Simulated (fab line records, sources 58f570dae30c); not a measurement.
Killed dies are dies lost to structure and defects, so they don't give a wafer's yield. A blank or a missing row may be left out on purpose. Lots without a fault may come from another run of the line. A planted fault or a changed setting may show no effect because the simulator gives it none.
fab line records | flow berkeley_cmos170
record lots=6 wafers=18 last_day=12
route steps=331 shown SDANNEAL@205 PSD@206 NSD@207 PLDD@208 NLDD@209 SILICIDE@210 CONTACT@216
lots that met no fault: from a run of the same line without faults
start_h: hours from the record's first day to the start of the lot's first wafer shown | wait_h: hours since the lot's step before | " the same as in the row above | L1.1+2: a row that stands for several wafers | - no value, or no start given | * or withheld: withheld | < > ~ a bound
route shown NAME@n: a module of which the file shows steps, and the number in the route of the first | usual: mean/standard deviation of fault-free wafers | same: alike in all rows | chamber/n: place in a boat | sites: the reading at each site | _std_site: their standard deviation | _edge_site: outer sites' mean less inner sites' | radius_mm: how far each site lies from the wafer's centre | mask NAME#n: copy n | behind: the tool/chamber that last shaped the wafer | hold: why the lot was held/for how many hours/how that ended | device: the transistor (n, p or np) that didn't switch | end of line: the same wafers' tests at the end of the route | a step without rows: its recipe alone | killed: dies lost to structure and defects at the first sort, not the wafer's yield | map: a wafer's dies, x killed, . not, _ none there
set.NAME: the setting as run; set.NAME@STEP: as run at that earlier step | model.NAME: the simulator's own value behind a step, which no gauge read
lots at some steps of the route; a table a step, a row a wafer
services: from which hour (start_h, from the record's first day; less than 0 if before it) a tool's chamber was out of use, for how many hours, and why
## steps
# step UCB170_SDANNEAL_RTA_01
# recipe temp_c=1050 time_s=5 ambient=N2
# step UCB170_SDANNEAL_RS_MEAS_02
# recipe thk_meas_gauge=four-point-probe
# usual PSD_RS=75.47/0.26
# columns lot.wafer tool chamber start_h wait_h PSD_RS[ohm/sq]
L557.1 film_metro-01 - 169.80 0.0 75.58
L557.4 " - " " 75.92
L557.6 " - " " 75.43
L559.1 film_metro-03 - 180.41 0.0 75.83
L559.2 " - " " 75.70
L559.5 " - " " 75.69
L570.1 film_metro-01 - 240.31 0.0 75.94
L570.2 " - " " 75.84
L570.3 " - " " 75.79
L569.2 film_metro-02 - 240.33 0.1 75.48
L569.3 " - " " 75.55
L569.6 " - " " 75.26
L572.1 film_metro-02 - 250.51 0.0 74.90
L572.4 " - " " 75.42
L572.6 " - " " 75.30
L573.2 film_metro-01 - 250.53 0.1 74.94
L573.4 " - " " 75.04
L573.6 " - " " 74.89
# step UCB170_SDANNEAL_RS_MEAS_03
# recipe thk_meas_gauge=four-point-probe
# usual NSD_RS=37.27/0.085
# columns lot.wafer tool chamber start_h wait_h NSD_RS[ohm/sq]
L557.1 film_metro-01 - 169.92 0.1 37.25
L557.4 " - " " 37.30
L557.6 " - " " 37.25
L559.1 film_metro-03 - 180.53 0.1 37.23
L559.2 " - " " 37.20
L559.5 " - " " 37.17
L570.1 film_metro-01 - 240.43 0.1 37.42
L570.2 " - " " 37.34
L570.3 " - " " 37.30
L569.2 film_metro-02 - 240.45 0.1 37.15
L569.3 " - " " 37.27
L569.6 " - " " 37.15
L572.1 film_metro-02 - 250.63 0.1 37.34
L572.4 " - " " 37.15
L572.6 " - " " 37.15
L573.2 film_metro-01 - 250.65 0.1 37.29
L573.4 " - " " 37.35
L573.6 " - " " 37.24
# step UCB170_SDANNEAL_RS_MEAS_04
# recipe thk_meas_gauge=four-point-probe
# usual PLDD_RS=1032/3.1
# columns lot.wafer tool chamber start_h wait_h PLDD_RS[ohm/sq]
L557.1 film_metro-01 - 170.04 0.1 1030
L557.4 " - " " 1032
L557.6 " - " " 1023
L559.1 film_metro-03 - 180.65 0.1 1040
L559.2 " - " " 1034
L559.5 " - " " 1033
L570.1 film_metro-01 - 240.55 0.1 1032
L570.2 " - " " 1033
L570.3 " - " " 1033
L569.2 film_metro-02 - 240.57 0.1 1027
L569.3 " - " " 1030
L569.6 " - " " 1028
L572.1 film_metro-02 - 250.75 0.1 1025
L572.4 " - " " 1028
L572.6 " - " " 1030
L573.2 film_metro-01 - 250.77 0.1 1036
L573.4 " - " " 1033
L573.6 " - " " 1038
# step UCB170_SDANNEAL_RS_MEAS_05
# recipe thk_meas_gauge=four-point-probe
# usual NLDD_RS=616.4/1.6
# columns lot.wafer tool chamber start_h wait_h NLDD_RS[ohm/sq]
L557.1 film_metro-01 - 170.16 0.1 616.8
L557.4 " - " " 617.3
L557.6 " - " " 617.0
L559.1 film_metro-03 - 180.77 0.1 617.5
L559.2 " - " " 615.7
L559.5 " - " " 616.0
L570.1 film_metro-01 - 240.67 0.1 617.5
L570.2 " - " " 616.4
L570.3 " - " " 615.8
L569.2 film_metro-02 - 240.69 0.1 615.0
L569.3 " - " " 617.4
L569.6 " - " " 618.8
L572.1 film_metro-02 - 250.87 0.1 616.8
L572.4 " - " " 614.8
L572.6 " - " " 614.5
L573.2 film_metro-01 - 250.89 0.1 618.8
L573.4 " - " " 618.3
L573.6 " - " " 617.9
# step UCB170_SILICIDE_PRE_CLEAN_00
# recipe gas=Ar preclean_etch_time_s=60
# step UCB170_SILICIDE_SPUTTER_01
# recipe material=Ti target_thk_nm=30 time_s=25 power_w=1500 chamber_pressure_pa=0.5
# usual throttle_valve_pct=30.1/0.86
# columns lot.wafer tool chamber start_h wait_h throttle_valve_pct
L557.1 pvd_sputter-04 - 170.35 0.0 31.4
L557.4 " - " " 30.9
L557.6 " - " " 31.0
L559.1 pvd_sputter-02 - 180.96 0.0 28.3
L559.2 " - " " 29.7
L559.5 " - " " 28.4
L569.2 pvd_sputter-01 - 240.85 0.0 30.3
L569.3 " - " " 30.8
L569.6 " - " " 30.3
L570.1 pvd_sputter-02 - 240.85 0.0 30.5
L570.2 " - " " 30.1
L570.3 " - " " 30.3
L572.1 pvd_sputter-04 - 251.05 0.0 30.1
L572.4 " - " " 30.7
L572.6 " - " " 31.5
L573.2 pvd_sputter-01 - 251.05 0.0 30.7
L573.4 " - " " 30.0
L573.6 " - " " 29.3
# step UCB170_SILICIDE_RS_MEAS_02
# recipe thk_meas_gauge=four-point-probe reads=Ti_of_SILICIDE_SPUTTER_01
# usual SILICIDE_TI_RS=26.21/0.3
# columns lot.wafer tool chamber start_h wait_h SILICIDE_TI_RS[ohm/sq]
L557.1 film_metro-04 - 170.38 0.0 25.90
L557.4 " - " " 25.88
L557.6 " - " " 26.03
L559.1 film_metro-04 - 180.99 0.0 25.79
L559.2 " - " " 25.78
L559.5 " - " " 25.82
L570.1 film_metro-02 - 240.88 0.0 26.50
L570.2 " - " " 26.36
L570.3 " - " " 26.21
L569.2 film_metro-04 - 240.90 0.0 26.05
L569.3 " - " " 26.19
L569.6 " - " " 26.18
L572.1 film_metro-04 - 251.08 0.0 26.29
L572.4 " - " " 26.29
L572.6 " - " " 26.56
L573.2 film_metro-03 - 251.10 0.0 26.77
L573.4 " - " " 26.73
L573.6 " - " " 26.66
# step UCB170_SILICIDE_THK_MEAS_03
# recipe thk_meas_gauge=xrf reads=Ti_of_SILICIDE_SPUTTER_01
# usual SILICIDE_TI_THK=29.5/0.33
# columns lot.wafer tool chamber start_h wait_h SILICIDE_TI_THK[nm]
L557.1 film_metro-04 - 170.50 0.1 29.9
L557.4 " - " " 30.0
L557.6 " - " " 29.9
L559.1 film_metro-04 - 181.11 0.1 30.2
L559.2 " - " " 29.9
L559.5 " - " " 30.1
L570.1 film_metro-02 - 241.00 0.1 29.3
L570.2 " - " " 29.5
L570.3 " - " " 29.5
L569.2 film_metro-04 - 241.01 0.1 29.7
L569.3 " - " " 29.7
L569.6 " - " " 29.9
L572.1 film_metro-04 - 251.20 0.1 29.5
L572.4 " - " " 29.6
L572.6 " - " " 29.3
L573.2 film_metro-03 - 251.21 0.1 28.9
L573.4 " - " " 28.9
L573.6 " - " " 28.9
# step UCB170_SILICIDE_RTA_04
# recipe temp_c=650 time_s=15 ambient=N2
# usual lamp_power_pct=11.40/0.22 wafer_temp_C_max=653.4/0.67
# columns lot.wafer tool chamber start_h wait_h lamp_power_pct wafer_temp_C_max
L557.1 rtp_anneal-02 0 170.56 0.1 11.17 654.4
L557.4 " 0 " " 11.16 653.2
L557.6 " 0 " " 11.16 654.8
L559.1 rtp_anneal-01 0 181.17 0.1 11.60 653.1
L559.2 " 0 " " 11.60 654.5
L559.5 " 0 " " 11.61 653.6
L570.1 rtp_anneal-01 0 241.06 0.1 11.60 653.0
L570.2 " 0 " " 11.59 652.7
L570.3 " 0 " " 11.62 652.8
L569.2 rtp_anneal-02 0 241.08 0.1 11.16 654.2
L569.3 " 0 " " 11.17 654.4
L569.6 " 0 " " 11.19 652.9
L572.1 rtp_anneal-02 0 251.26 0.1 11.15 653.8
L572.4 " 0 " " 11.16 655.3
L572.6 " 0 " " 11.16 653.5
L573.2 rtp_anneal-01 0 251.28 0.1 11.60 655.2
L573.4 " 0 " " 11.59 652.9
L573.6 " 0 " " 11.59 653.2
# step UCB170_SILICIDE_WET_ETCH_05
# recipe chemistry=SPM time_s=45 temp_c=120 target=Ti
# step UCB170_CONTACT_CLEAN_00
# recipe chemistry=SPM temp_c=120 time_s=600
# step UCB170_CONTACT_CVD_01
# recipe material=PSG target_thk_nm=700 temp_c=450 precursor=SiH4/O2/PH3 time_s=2820 pressure_mtorr=300 sih4_flow_sccm=60 o2_flow_sccm=90 ph3_flow_sccm=25
# usual susceptor_temp_C=450.02/0.27
# columns lot.wafer tool chamber start_h wait_h susceptor_temp_C model.PSG_of_CONTACT_CVD_01.thk_nm
L557.1 lpcvd-02 1 171.28 0.0 450.10 701.6
L557.4 " 1 " " 450.31 698.5
L557.6 " 1 " " 449.79 698.8
L559.1 lpcvd-01 0 181.46 0.0 449.75 697.6
L559.2 " 0 " " 450.00 693.8
L559.5 " 0 " " 449.99 697.6
L569.2 lpcvd-02 0 241.73 0.4 450.00 892.7
L569.3 " 0 " " 449.85 896
L569.6 " 0 " " 450.20 894.2
L570.1 lpcvd-02 0 241.73 0.4 449.78 896.9
L570.2 " 0 " " 449.88 890.2
L570.3 " 0 " " 449.91 899.9
L572.1 lpcvd-01 1 253.65 2.1 450.18 708.1
L572.4 " 1 " " 449.91 700.1
L572.6 " 1 " " 450.10 704.7
L573.2 lpcvd-01 1 253.65 2.1 450.34 690.7
L573.4 " 1 " " 449.86 692.4
L573.6 " 1 " " 450.28 694
# step UCB170_CONTACT_THK_MEAS_02
# recipe reads=PSG_of_CONTACT_CVD_01
# usual CONTACT_PSG_THK=694/5.8
# columns lot.wafer tool chamber start_h wait_h CONTACT_PSG_THK[nm]
L557.1 film_metro-01 - 173.06 0.0 701
L557.4 " - " " 699
L557.6 " - " " 699
L559.1 film_metro-04 - 183.24 0.0 698
L559.2 " - " " 694
L559.5 " - " " 697
L570.1 film_metro-04 - 243.51 0.0 898
L570.2 " - " " 890
L570.3 " - " " 900
L569.2 film_metro-01 - 243.52 0.0 892
L569.3 " - " " 896
L569.6 " - " " 894
L572.1 film_metro-01 - 256.33 0.0 708
L572.4 " - " " 700
L572.6 " - " " 705
L573.2 film_metro-04 - 256.34 0.0 690
L573.4 " - " " 693
L573.6 " - " " 694
# step UCB170_CONTACT_HMDS_03
# recipe prime_time_s=60 prime_temp_c=100
# step UCB170_CONTACT_COAT_04
# recipe resist=KrF spin_rpm=1500 resist_thk_nm=900
# step UCB170_CONTACT_SOFTBAKE_05
# recipe resist=KrF temp_c=130 time_s=60
# step UCB170_CONTACT_STRIP_06
# recipe chemistry=O2 power_w=400 pressure_mtorr=3500 platen_temp_c=withheld o2_flow_sccm=400 overash_fraction=0.5
# step UCB170_CONTACT_CLEAN_07
# recipe chemistry=SPM temp_c=120 time_s=600
# step UCB170_CONTACT_RTA_08
# recipe temp_c=900 time_s=10 ambient=N2
# usual lamp_power_pct=26.6/0.51 wafer_temp_C_max=904.8/0.84
# columns lot.wafer tool chamber start_h wait_h lamp_power_pct wafer_temp_C_max
L557.1 rtp_anneal-02 0 173.95 0.0 26.0 905.0
L557.4 " 0 " " 26.0 905.0
L557.6 " 0 " " 26.0 906.9
L559.1 rtp_anneal-01 0 184.03 0.0 27.1 904.4
L559.2 " 0 " " 27.0 903.4
L559.5 " 0 " " 27.1 904.3
L569.2 rtp_anneal-02 0 244.67 0.0 26.0 904.9
L569.3 " 0 " " 26.1 904.3
L569.6 " 0 " " 26.0 903.9
L570.1 rtp_anneal-01 0 244.71 0.0 27.0 904.7
L570.2 " 0 " " 27.0 903.4
L570.3 " 0 " " 27.1 903.8
L572.1 rtp_anneal-02 0 257.30 0.0 26.0 903.5
L572.4 " 0 " " 26.1 904.1
L572.6 " 0 " " 26.1 904.9
L573.2 rtp_anneal-01 0 257.31 0.0 27.0 904.0
L573.4 " 0 " " 27.1 905.1
L573.6 " 0 " " 27.1 903.4
# step UCB170_CONTACT_COAT_09
# recipe resist=BARC temp_c=withheld time_s=withheld spin_rpm=3000 resist_thk_nm=withheld
# step UCB170_CONTACT_COAT_10
# recipe resist=KrF spin_rpm=1500 resist_thk_nm=900
# step UCB170_CONTACT_SOFTBAKE_11
# recipe resist=KrF temp_c=130 time_s=60
# step UCB170_CONTACT_EXPOSE_12
# recipe mask_id=CONT target_cd_nm=700 na=0.5 sigma_outer=0.6 source_shape=conventional dose_mj=35
# step UCB170_CONTACT_PEB_13
# recipe peb_temp_c=130 peb_time_s=withheld resist=KrF
# step UCB170_CONTACT_DEVELOP_14
# recipe developer=TMAH develop_time_s=45 resist=KrF dev_temp_c=21
# step UCB170_CONTACT_CD_MEAS_15
# recipe target_cd_nm=700
# usual cd_nm=700.1/1.2
# columns lot.wafer tool chamber start_h wait_h cd_nm
L557.1 cd_sem-01 - 175.02 - 698.4
L557.4 " - " " 699.5
L557.6 " - " " 699.3
L559.1 cd_sem-02 - 184.94 - 699.6
L559.2 " - " " 698.6
L559.5 " - " " 699.9
L569.2 cd_sem-01 - 245.92 - 698.6
L569.3 " - " " 698.6
L569.6 " - " " 699.1
L570.1 cd_sem-01 - 246.59 - 700.7
L570.2 " - " " 700.6
L570.3 " - " " 701.4
L572.1 cd_sem-01 - 258.89 - 700.4
L572.4 " - " " 700.7
L572.6 " - " " 700.0
L573.2 cd_sem-02 - 259.01 - 701.2
L573.4 " - " " 700.5
L573.6 " - " " 699.8
# step UCB170_CONTACT_OVL_MEAS_16
# usual CONTACT_OVL=1/4.9
# columns lot.wafer tool chamber start_h wait_h CONTACT_OVL[nm]
L557.1 overlay-01 - 175.14 0.1 7
L557.4 " - " " 14
L557.6 " - " " 3
L559.1 overlay-01 - 185.06 0.1 1
L559.2 " - " " 3
L559.5 " - " " 1
L569.2 overlay-01 - 246.02 0.1 1
L569.3 " - " " 0
L569.6 " - " " 4
L570.1 overlay-02 - 246.71 0.1 -1
L570.2 " - " " -7
L570.3 " - " " -5
L572.1 overlay-02 - 259.01 0.1 -2
L572.4 " - " " -2
L572.6 " - " " -3
L573.2 overlay-01 - 259.12 0.1 5
L573.4 " - " " 6
L573.6 " - " " 1
# step UCB170_CONTACT_ETCH_17
# recipe chemistry=N2/H2 target_depth_a=withheld overetch_a=withheld target=BARC time_s=withheld source_w=500 bias_w=100 pressure_mtorr=30 n2_flow_sccm=100 h2_flow_sccm=200
# usual chamber_pressure_mTorr=30.00/0.031 drypump_motor_current_A=5.5/0.43 oes_product_au=0.994/0.017 throttle_valve_pct=13.26/0.16
# columns lot.wafer tool chamber start_h wait_h chamber_pressure_mTorr drypump_motor_current_A oes_product_au throttle_valve_pct
L557.1 rie_diel-01 1 175.18 0.0 30.00 5.3 0.986 12.97
L557.4 " 0 " " 29.98 5.9 1.000 13.04
L557.6 " 3 " " 30.06 5.4 0.993 13.28
L559.1 rie_diel-04 0 185.09 0.0 30.01 5.2 0.972 13.42
L559.2 " 3 " " 29.95 5.2 0.992 13.42
L559.5 " 3 " " 30.04 5.2 0.997 13.41
L569.2 rie_diel-04 1 246.05 0.0 29.95 5.3 0.962 13.37
L569.3 " 0 " " 29.95 5.2 0.964 13.41
L569.6 " 1 " " 30.02 5.3 0.970 13.38
L570.1 rie_diel-01 1 246.75 0.0 30.01 5.3 0.985 12.97
L570.2 " 0 " " 30.03 5.9 0.996 13.04
L570.3 " 3 " " 30.00 5.4 0.984 13.29
L572.1 rie_diel-01 1 259.05 0.0 30.00 5.3 0.984 12.98
L572.4 " 2 " " 29.93 5.7 1.019 13.44
L572.6 " 2 " " 29.99 5.7 1.024 13.43
L573.2 rie_diel-02 0 259.15 0.0 30.02 5.0 0.990 13.04
L573.4 " 1 " " 29.97 5.4 1.005 13.23
L573.6 " 3 " " 30.00 5.5 1.023 13.18
# step UCB170_CONTACT_ETCH_18
# recipe chemistry=CHF3/CF4/Ar target=PSG stop_on=TiSi2 CHF3_flow_sccm=45 cf4_flow_sccm=15 Ar_flow_sccm=150 pressure_mtorr=200 rf_w=700 target_depth_a=8400 over_etch_frac=0.2 time_s=195
# usual chamber_pressure_mTorr=200.00/0.17 drypump_motor_current_A=5.5/0.42 mfc_ar_sccm=150.0/0.41 oes_product_au=0.883/0.014 throttle_valve_pct=6.89/0.12
# columns lot.wafer tool chamber start_h wait_h chamber_pressure_mTorr drypump_motor_current_A mfc_ar_sccm oes_product_au rf_hours_counter_h throttle_valve_pct model.etch.depth_nm model.CONTACT.feature_depth_nm
L557.1 rie_diel-01 1 - - 199.80 5.3 149.7 0.894 18 6.69 701.6 701.6
L557.4 " 0 " " 200.01 6.0 150.5 0.900 6 6.71 698.5 698.5
L557.6 " 3 " " 200.18 5.3 150.0 0.867 - 6.87 698.8 698.8
L559.1 rie_diel-04 0 - - 200.09 5.2 150.3 0.869 15 7.07 697.6 697.6
L559.2 " 3 " " 199.82 5.2 150.5 0.882 1 6.94 693.8 693.8
L559.5 " 3 " " 199.74 5.2 150.4 0.888 - 6.93 697.6 697.6
L569.2 rie_diel-04 1 - - 199.92 5.3 149.6 0.987 125 6.98 853.3 853.3
L569.3 " 0 " " 200.02 5.2 150.3 0.984 19 7.07 855.3 855.3
L569.6 " 1 " " 200.12 5.3 149.4 0.984 - 7.00 858.5 858.5
L570.1 rie_diel-01 1 - - 199.98 5.3 150.1 0.990 20 6.71 821.5 821.5
L570.2 " 0 " " 199.95 5.8 150.1 0.997 9 6.71 828.8 828.8
L570.3 " 3 " " 200.12 5.3 150.9 0.990 114 6.86 842.2 842.2
L572.1 rie_diel-01 1 - - 200.10 5.3 149.9 0.896 21 6.69 708.1 708.1
L572.4 " 2 " " 200.10 5.7 150.6 0.905 15 7.04 700.1 700.1
L572.6 " 2 " " 200.10 5.7 150.9 0.908 - 7.03 704.7 704.7
L573.2 rie_diel-02 0 - - 199.86 5.0 149.8 0.892 89 6.77 690.7 690.7
L573.4 " 1 " " 199.91 5.4 150.0 0.889 121 6.91 692.4 692.4
L573.6 " 3 " " 200.13 5.5 149.9 0.897 - 6.83 694 694
# step UCB170_CONTACT_STRIP_19
# recipe chemistry=O2 power_w=400 pressure_mtorr=3500 platen_temp_c=withheld o2_flow_sccm=400 overash_fraction=0.5
# usual chamber_pressure_mTorr=3500/3.3 drypump_motor_current_A=5.6/0.39 oes_product_au=0.726/0.0039
# columns lot.wafer tool chamber start_h wait_h chamber_pressure_mTorr drypump_motor_current_A oes_product_au rf_hours_counter_h
L557.1 plasma_asher-02 0 175.34 - 3494 5.7 0.724 48
L557.4 " 1 " " 3498 5.9 0.727 -
L557.6 " 0 " " 3504 5.7 0.728 -
L559.1 plasma_asher-02 0 185.26 - 3501 5.7 0.725 49
L559.2 " 1 " " 3495 6.0 0.727 49
L559.5 " 0 " " 3496 5.7 0.724 -
L569.2 plasma_asher-02 0 246.22 - 3505 5.7 0.722 57
L569.3 " 0 " " 3499 5.7 0.728 -
L569.6 " 1 " " 3498 5.9 0.726 -
L570.1 plasma_asher-04 0 246.92 - 3501 5.5 0.727 49
L570.2 " 1 " " 3502 5.2 0.725 49
L570.3 " 1 " " 3499 5.2 0.729 -
L572.1 plasma_asher-04 0 259.21 - 3500 5.4 0.732 50
L572.4 " 0 " " 3498 5.4 0.734 -
L572.6 " 1 " " 3500 5.2 0.720 -
L573.2 plasma_asher-02 0 259.32 - 3494 5.7 0.726 58
L573.4 " 0 " " 3499 5.7 0.727 -
L573.6 " 1 " " 3497 5.9 0.726 -
## services
# columns tool chamber start_h hours kind
lpcvd-02 - 164.44 4.3 pm
rie_diel-02 3 188.18 9.8 repair
lpcvd-01 - 188.23 6.1 pm
rie_diel-01 - 201.42 14.6 pm
pvd_sputter-01 3 204.91 - consumable_replace:kit
pvd_sputter-01 3 204.91 18.0 scheduled_down
pvd_sputter-01 3 204.91 18.0 vent_cycle
rtp_anneal-01 - 215.48 2.0 pm
rie_diel-04 3 217.79 7.2 repair
rie_diel-02 3 222.04 - clean
rie_diel-02 3 222.04 20.6 scheduled_down
rie_diel-02 3 222.04 20.6 vent_cycle
rie_diel-01 2 227.31 22.2 repair
rie_diel-04 2 233.83 - clean
rie_diel-04 2 233.83 24.1 scheduled_down
rie_diel-04 2 233.83 24.1 vent_cycle
rie_diel-02 1 249.88 3.9 repair
## key
first_sign step=UCB170_CONTACT_THK_MEAS_02 reading=CONTACT_PSG_THK direction=up sigmas=35 usual=694 struck=895
effect step=UCB170_CONTACT_ETCH_18 reading=oes_product_au direction=up sigmas=7.7 usual=0.883 struck=0.989
model_effect step=UCB170_CONTACT_CVD_01 value=PSG_of_CONTACT_CVD_01.thk_nm without=698.8 struck=895
model_effect step=UCB170_CONTACT_ETCH_18 value=etch.depth_nm without=698.8 struck=843.3
met_at UCB170_CONTACT_CVD_01
struck_wafers L569.2,L569.3,L569.6,L570.1,L570.2,L570.3
later_rows_left_out L569.2,L569.3,L569.6,L570.1,L570.2,L570.3
sort_left_out L569.2,L569.3,L569.6,L570.1,L570.2,L570.3
tester_left_out L569,L570
onset_between 171.28 241.73
fault kind=process_parameter_drift tool=lpcvd-02 chamber=- onset_h=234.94 steps=UCB170_CONTACT_CVD_01 channel=target_thk_nm offset=196.2 shape=step end_h=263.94 acts_in=these_recipes_only stated=700
# tester_left_out: of these lots the tester's yield and bins aren't shown, on N5 and GAA mostly nor the transistor test; their killed dies are dies lost to structure and defects alone, not to doping, threshold or leakage, so they don't give the yield
# sort_left_out: the simulated sort isn't trusted on such a fault, so these wafers' sort isn't shown, and their yield isn't known
# later_rows_left_out: the simulator's readings of these wafers behind a module that went badly wrong aren't trusted and aren't shown, but for the sort
